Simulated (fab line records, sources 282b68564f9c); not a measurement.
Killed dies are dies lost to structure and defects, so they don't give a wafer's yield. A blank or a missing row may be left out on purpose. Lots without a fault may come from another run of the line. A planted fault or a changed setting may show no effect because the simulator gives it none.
Which tool did it? | flow rit_cmos | 13 lots, 39 wafers sampled, at 5 steps of a route of 202

WHAT THE GAUGES READ, wafer by wafer
RIT_NWELL_OVL_MEAS_06. Usual: NWELL_OVL -0.5 nm, standard deviation 1.2.
lot  | measured    | on         | NWELL_OVL (nm) | flag
L702 | day 1 20:21 | overlay-02 | 0.6 -2.0 -0.4  |
L704 | day 2 07:03 | overlay-01 | 0.1 -1.0 0.2   |
L705 | day 2 11:34 | overlay-01 | -1.4 -1.7 -3.5 |
L706 | day 2 16:37 | overlay-01 | 1.5 0.7 0.0    |
L707 | day 2 21:23 | overlay-01 | 0.2 1.2 0.4    |
L709 | day 3 07:58 | overlay-02 | -0.8 -0.9 -1.2 |
L710 | day 3 12:27 | overlay-02 | -0.9 -1.4 -0.3 |
L711 | day 3 18:31 | overlay-02 | 1.5 0.0 -0.4   |
L713 | day 4 04:59 | overlay-02 | -1.6 -0.7 -0.8 |
L717 | day 5 00:50 | overlay-01 | -2.6 -4.5 -1.5 |
L719 | day 5 14:07 | overlay-02 | -1.6 -1.4 1.0  |
L723 | day 6 07:18 | overlay-02 | 0.7 -1.8 0.5   |
L724 | day 6 14:08 | overlay-02 | -1.5 -1.5 -1.2 |

RIT_REOX_THK_MEAS_04. Usual: REOX_OXIDE_THK 24.9 nm, standard deviation 0.49.
lot  | measured    | on            | REOX_OXIDE_THK (nm) | flag
L702 | day 2 15:24 | film_metro-03 | 25.4 25.3 25.2      |
L704 | day 3 03:13 | film_metro-01 | 24.0 24.5 24.9      |
L705 | day 3 07:40 | film_metro-01 | 24.6 24.3 24.2      |
L706 | day 3 11:49 | film_metro-04 | 25.7 25.1 25.1      |
L707 | day 3 16:19 | film_metro-03 | 24.3 23.5 23.8      |
L709 | day 4 04:04 | film_metro-04 | 24.2 24.5 24.5      |
L710 | day 4 09:49 | film_metro-01 | 24.6 25.0 24.6      |
L711 | day 4 15:11 | film_metro-01 | 25.2 24.8 24.6      |
L713 | day 5 01:28 | film_metro-01 | 25.1 25.2 24.6      |
L717 | day 5 23:22 | film_metro-04 | 26.4 25.9 25.4      |
L719 | day 6 11:46 | film_metro-04 | 25.2 25.4 25.2      |
L723 | day 7 08:43 | film_metro-04 | 23.7 24.2 24.1      |
L724 | day 7 13:15 | film_metro-01 | 25.2 25.1 25.3      |

RIT_M1_CD_MEAS_09: target cd 2600 nm. Usual: cd_nm 2599.8 nm, standard deviation 2.2.
lot  | measured    | on        | cd_nm (nm)           | flag
L702 | day 3 05:38 | cd_sem-01 | 2598.4 2601.9 2600.0 |
L704 | day 3 17:10 | cd_sem-01 | 2598.6 2597.2 2600.1 |
L705 | day 3 21:23 | cd_sem-01 | 2604.9 2605.7 2604.8 |
L706 | day 4 01:43 | cd_sem-02 | 2596.9 2597.6 2599.9 |
L707 | day 4 06:26 | cd_sem-02 | 2602.4 2602.8 2603.3 |
L709 | day 4 18:08 | cd_sem-02 | 2602.6 2599.5 2599.6 |
L710 | day 4 23:24 | cd_sem-02 | 2604.8 2603.8 2601.6 |
L711 | day 5 04:57 | cd_sem-02 | 2599.1 2595.8 2597.1 |
L713 | day 5 15:25 | cd_sem-02 | 2597.6 2597.3 2598.8 |
L717 | day 6 14:02 | cd_sem-01 | 2600.7 2597.0 2599.9 |
L719 | day 7 01:22 | cd_sem-01 | 2598.4 2601.9 2600.5 |
L723 | day 7 22:32 | cd_sem-02 | 2592.6 2593.6 2595.0 |
L724 | day 8 03:13 | cd_sem-02 | 2598.7 2598.2 2597.9 |

WHICH TOOL RAN EACH LOT (tool, then ch and the chambers of the sampled wafers, then the start)
lot  | RIT_NLDD_STRIP_09                   | RIT_M1_COAT_04
L702 | plasma_asher-01 ch 0,1, day 2 16:46 | litho_track-04 ch 0, day 3 04:47
L704 | plasma_asher-02 ch 0,1, day 3 04:27 | litho_track-04 ch 0, day 3 16:19
L705 | plasma_asher-01 ch 0,1, day 3 08:55 | litho_track-02 ch 0, day 3 20:32
L706 | plasma_asher-02 ch 0,1, day 3 13:16 | litho_track-01 ch 0, day 4 00:59
L707 | plasma_asher-02 ch 0,1, day 3 17:49 | litho_track-04 ch 0, day 4 05:43
L709 | plasma_asher-01 ch 0,1, day 4 05:37 | litho_track-04 ch 0, day 4 17:25
L710 | plasma_asher-03 ch 0,1, day 4 11:11 | litho_track-01 ch 0, day 4 22:40
L711 | plasma_asher-02 ch 0,1, day 4 16:34 | litho_track-04 ch 0, day 5 04:13
L713 | plasma_asher-01 ch 0,1, day 5 02:52 | litho_track-02 ch 0, day 5 14:43
L717 | plasma_asher-01 ch 0,1, day 6 00:37 | litho_track-01 ch 0, day 6 13:18
L719 | plasma_asher-01 ch 0,1, day 6 13:02 | litho_track-04 ch 0, day 7 00:38
L723 | plasma_asher-03 ch 0,1, day 7 09:59 | litho_track-01 ch 0, day 7 21:49
L724 | plasma_asher-01 ch 0,1, day 7 14:37 | litho_track-02 ch 0, day 8 02:29
- RIT_NLDD_STRIP_09: strips in O2, time 180 s.
- RIT_M1_COAT_04: resist thk 1300 nm.

WHAT THE TOOLS THEMSELVES READ (means of the sampled wafers that have a number; where no wafer has one, the mark that the record gives instead)
RIT_NLDD_STRIP_09. Usual: drypump_motor_current_A 5.6 A, standard deviation 0.33; rf_refl_power_W 6.6 W, standard deviation 1.7.
lot  | tool            | drypump_motor_current_A (A) | rf_refl_power_W (W) | flag
L702 | plasma_asher-01 | 5.5                         | 5.9                 |
L704 | plasma_asher-02 | 5.4                         | 8.2                 |
L705 | plasma_asher-01 | 5.5                         | 5.2                 |
L706 | plasma_asher-02 | 5.2                         | 7.8                 |
L707 | plasma_asher-02 | 5.2                         | 8.0                 |
L709 | plasma_asher-01 | 5.5                         | 6.2                 |
L710 | plasma_asher-03 | 5.9                         | 6.9                 |
L711 | plasma_asher-02 | 5.4                         | 8.4                 |
L713 | plasma_asher-01 | 5.5                         | 6.3                 |
L717 | plasma_asher-01 | 5.5                         | 5.9                 |
L719 | plasma_asher-01 | 5.5                         | 5.2                 |
L723 | plasma_asher-03 | 6.0                         | 5.5                 |
L724 | plasma_asher-01 | 5.5                         | 5.6                 |

RIT_M1_COAT_04. Usual: spin_speed_rpm 2000.1 rpm, standard deviation 1.2.
lot  | tool           | spin_speed_rpm (rpm) | flag
L702 | litho_track-04 | 2002.2               |
L704 | litho_track-04 | 1999.3               |
L705 | litho_track-02 | 1998.8               |
L706 | litho_track-01 | 2000.7               |
L707 | litho_track-04 | 2000.3               |
L709 | litho_track-04 | 1999.7               |
L710 | litho_track-01 | 2000.2               |
L711 | litho_track-04 | 1999.2               |
L713 | litho_track-02 | 2000.6               |
L717 | litho_track-01 | 2000.4               |
L719 | litho_track-04 | 2000.8               |
L723 | litho_track-01 | 2000.3               |
L724 | litho_track-02 | 1999.9               |

THE ANSWER, worked out from the rows above alone
Rule: a lot is off if the mean of its wafers that have a number lies more than 3 standard deviations from the usual mean. A lot without any number at a reading at which 4 lots or more have one is off too. The other lots that the step has rows for count as sound. The gauges are gone through in route order, then the tools' own readings, and for those a lot's mean is taken as printed above. The first step at which some lot is off is used, and at that step the reading that is off furthest; a lot without a number counts as furthest.
No lot is off at any reading shown: from this, nothing can be told.

WHAT THE SIMULATOR HAD PUT IN
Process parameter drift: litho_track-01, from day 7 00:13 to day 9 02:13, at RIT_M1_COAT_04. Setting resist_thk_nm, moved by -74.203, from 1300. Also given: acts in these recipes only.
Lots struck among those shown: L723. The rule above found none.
